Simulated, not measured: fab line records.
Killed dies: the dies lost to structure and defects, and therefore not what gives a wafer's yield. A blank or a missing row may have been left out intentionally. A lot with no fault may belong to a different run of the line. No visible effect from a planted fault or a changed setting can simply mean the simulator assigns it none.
Problem report in the 8D (eight disciplines) form, filled by code + flow rit-cmos + the parts of the form that need people (team, actions taken, sign-off) are left out

== 1. THE PROBLEM ==
Across 9 wafers from 3 lots, SPACER_NITRIDE_THK at RIT_SPACER_THK_MEAS_04 averages 418.8 nm, while fault-free wafers read 249.5 nm with a standard deviation of 2.2. That is +77 standard deviations from the usual mean.
Seen first at day 4 15:30 on film-metro-04, wafer L235.2. At this step, 42 wafers from 14 lots have a number in the record. Rule for "out" (also "out of limits"): further than 4 standard deviations from the usual mean. The other wafers with a number count as sound.

== 2. WHAT IT IS; WHAT IT IS NOT ==
| question                    | is                           | is not                                                                          |
|-----------------------------|------------------------------|---------------------------------------------------------------------------------|
| which readings at this step | SPACER_NITRIDE_THK           | -                                                                               |
| which lots                  | L235, L236, L238             | L227, L228, L229, L230, L231, L232, L233, L234, L237, L246, L250                |
| which wafers of those lots  | all that have a number       | -                                                                               |
| read on which gauges        | film-metro-02, film-metro-04 | film-metro-03                                                                   |
| when                        | from day 4 15:30             | up to then (24 sound wafers); but 9 sound wafers of L237, L246, L250 came after |

== 3. THE SUSPECTS, EACH WITH WHAT RULES IT OUT ==
Counting: any tool at a process step up to the reading is kept as a suspect provided that every lot that is out went through it and no sound lot did after the first of them.
- the gauge at RIT_SPACER_THK_MEAS_04 is ruled out. The wafers that are out were read on 2 gauges (film-metro-02, film-metro-04).
- lpcvd-01 at RIT_SPACER_CVD_03 (deposits Si3N4 from SiH2Cl2/NH3, target thk 250 nm, time 3300 s): kept. All lots that are out passed through it, beginning with L235 at day 4 12:37, and no sound lot followed; its final sound lot before that point was L234 at day 4 10:02. Its own spike-tc-centre-C, spike-tc-load-C, spike-tc-source-C, susceptor-temp-C readings are out on those wafers.
The count leaves lpcvd-01 at RIT_SPACER_CVD_03.

== 4. THE CAUSE (what the simulator had put in) ==
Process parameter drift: lpcvd-01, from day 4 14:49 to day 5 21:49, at RIT_SPACER_CVD_03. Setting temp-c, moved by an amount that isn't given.
Only this tool survived the counting.

== 5. SEQUENCE OF EFFECTS, ordered by route ==
One row per reading whose mean, taken over the struck wafers that have a number, lies over 3 standard deviations from the usual. Scope: only readings with a usual standard deviation given in the record; hours: median across lots of the time from each lot's start at the first step in this table that gives one to its start at this step; sigmas: change in usual standard deviations.
| hours | step                   | reading            | usual      | on struck wafers | change | sigmas      |
|-------|------------------------|--------------------|------------|------------------|--------|-------------|
| 0     | RIT_SPACER_CVD_03      | spike-tc-centre-C  | 812.3 C    | 857.4            | +45.1  | +28         |
| 0     | RIT_SPACER_CVD_03      | spike-tc-load-C    | 835 C      | 883              | +48    | +14         |
| 0     | RIT_SPACER_CVD_03      | spike-tc-source-C  | 832.0 C    | 875.7            | +43.7  | +19         |
| 0     | RIT_SPACER_CVD_03      | susceptor-temp-C   | 810.0 C    | 855.0            | +45.0  | +99 or more |
| 2     | RIT_SPACER_THK_MEAS_04 | SPACER_NITRIDE_THK | 249.5 nm   | 418.8            | +169.3 | +77         |
| 2     | RIT_SPACER_ETCHBACK_05 | oes-product-au     | 0.838 a.u. | 0.984            | +0.146 | +11         |
Here are the process steps it includes:
- RIT_SPACER_CVD_03: deposits Si3N4 from SiH2Cl2/NH3, target thk 250 nm, time 3300 s.
- RIT_SPACER_ETCHBACK_05: etches Si3N4 in SF6/CHF3, stops on SiO2, target depth 250 nm, time 240 s.

== 6. HOW IT WOULD HAVE BEEN CAUGHT EARLIER ==
In this record the first reading out of limits at a measuring or inspecting step was taken at day 4 15:30, 1 hour after the fault began at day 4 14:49.
At RIT_SPACER_CVD_03, the tool's own readings (spike-tc-centre-C, spike-tc-load-C, spike-tc-source-C, susceptor-temp-C) were out on each struck wafer the step has a row for, so an alarm limit on them would have fired on the first such wafer.
L236, L238, from the lots that are out (3), started RIT_SPACER_CVD_03 on lpcvd-01 later than day 4 15:30. A hold on the tool at that time would have spared those 2.
